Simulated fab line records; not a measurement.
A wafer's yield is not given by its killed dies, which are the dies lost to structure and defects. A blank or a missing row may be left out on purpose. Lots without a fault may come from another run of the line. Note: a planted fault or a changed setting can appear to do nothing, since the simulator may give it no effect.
Which tool was responsible? :: flow rit_cmos :: Sampling: 11 lots, 33 wafers, 3 of 202 route steps

## WHAT EACH GAUGE READ, for each wafer
RIT_SPACER_THK_MEAS_04.
lot: L547
measured: day 3 05:56
on: film_metro-02
SPACER_NITRIDE_THK (nm): 254.0 255.0 252.3

lot: L548
measured: day 3 11:22
on: film_metro-02
SPACER_NITRIDE_THK (nm): 256.1 257.2 256.6

lot: L549
measured: day 3 13:59
on: film_metro-01
SPACER_NITRIDE_THK (nm): 255.5 254.6 253.0

lot: L550
measured: day 3 16:34
on: film_metro-03
SPACER_NITRIDE_THK (nm): 251.7 252.3 250.3

lot: L551
measured: day 4 05:02
on: film_metro-02
SPACER_NITRIDE_THK (nm): 253.4 251.7 250.7

lot: L552
measured: day 4 05:29
on: film_metro-03
SPACER_NITRIDE_THK (nm): 251.0 252.4 253.0

lot: L553
measured: day 4 08:48
on: film_metro-01
SPACER_NITRIDE_THK (nm): 250.6 252.5 249.7

lot: L554
measured: day 4 19:38
on: film_metro-01
SPACER_NITRIDE_THK (nm): 253.5 250.5 250.7

lot: L559
measured: day 5 18:25
on: film_metro-02
SPACER_NITRIDE_THK (nm): 285.4 283.0 285.9

lot: L569
measured: day 7 23:41
on: film_metro-02
SPACER_NITRIDE_THK (nm): 252.7 254.3 254.8

lot: L570
measured: day 8 05:25
on: film_metro-03
SPACER_NITRIDE_THK (nm): 251.2 252.2 250.7

## WHICH TOOL RAN EACH LOT (tool, then ch and the chambers of the sampled wafers, then the start)
lot: L547
RIT_GATE_STRIP_20: plasma_asher-04 ch 0,1, day 2 20:00
RIT_SPACER_CVD_03: lpcvd-02 ch 1, day 3 04:01

lot: L548
RIT_GATE_STRIP_20: plasma_asher-02 ch 0,1, day 3 02:28
RIT_SPACER_CVD_03: lpcvd-02 ch 1, day 3 09:26

lot: L549
RIT_GATE_STRIP_20: plasma_asher-04 ch 0, day 3 05:28
RIT_SPACER_CVD_03: lpcvd-01 ch 0, day 3 12:04

lot: L550
RIT_GATE_STRIP_20: plasma_asher-03 ch 0,1, day 3 06:14
RIT_SPACER_CVD_03: lpcvd-01 ch 0, day 3 14:39

lot: L551
RIT_GATE_STRIP_20: plasma_asher-04 ch 0,1, day 3 19:25
RIT_SPACER_CVD_03: lpcvd-02 ch 1, day 4 02:10

lot: L552
RIT_GATE_STRIP_20: plasma_asher-03 ch 0,1, day 3 19:29
RIT_SPACER_CVD_03: lpcvd-01 ch 1, day 4 03:33

lot: L553
RIT_GATE_STRIP_20: plasma_asher-02 ch 0,1, day 3 20:43
RIT_SPACER_CVD_03: lpcvd-01 ch 1, day 4 06:53

lot: L554
RIT_GATE_STRIP_20: plasma_asher-04 ch 0,1, day 4 09:06
RIT_SPACER_CVD_03: lpcvd-01 ch 1, day 4 17:43

lot: L559
RIT_GATE_STRIP_20: plasma_asher-02 ch 0,1, day 5 09:19
RIT_SPACER_CVD_03: lpcvd-02 ch 0, day 5 16:28

lot: L569
RIT_GATE_STRIP_20: plasma_asher-03 ch 0,1, day 7 13:22
RIT_SPACER_CVD_03: lpcvd-01 ch 0, day 7 20:49

lot: L570
RIT_GATE_STRIP_20: plasma_asher-04 ch 0,1, day 7 18:43
RIT_SPACER_CVD_03: lpcvd-01 ch 1, day 8 02:32
- RIT_GATE_STRIP_20: strips in O2, time 180 s.
- RIT_SPACER_CVD_03: deposits Si3N4 from SiH2Cl2/NH3, target thk 250 nm, time 3347 s.

## THE ANSWER, worked out from the rows above alone
Rule: the usual values come from the lots themselves. The widest of any qualifying gaps counts: lots, ordered by their means at a reading, are off when they make up no more than a third of the lots, leave a main group of 4 or more, and stand apart from it by 3 or more times the standard deviation of that group's means. If all means in a main group match to the digits the tables above print for the reading, that group is not used. A lot without any number at a reading at which 4 lots or more have one is off too. All remaining lots with rows at the step are treated as sound.
Off: L559, at RIT_SPACER_THK_MEAS_04 (SPACER_NITRIDE_THK). Mean 252.8 nm and standard deviation 1.7 in the main group.
If a tool, at a process step before that reading, ran all the lots that are off and no sound lot after the first of them, it fits. Gauges at RIT_SPACER_THK_MEAS_04: tried the same way as those tools. This does not decide it: 2 tools fit, namely plasma_asher-02 at RIT_GATE_STRIP_20 and lpcvd-02 at RIT_SPACER_CVD_03.

## WHAT WAS PUT IN BY THE SIMULATOR
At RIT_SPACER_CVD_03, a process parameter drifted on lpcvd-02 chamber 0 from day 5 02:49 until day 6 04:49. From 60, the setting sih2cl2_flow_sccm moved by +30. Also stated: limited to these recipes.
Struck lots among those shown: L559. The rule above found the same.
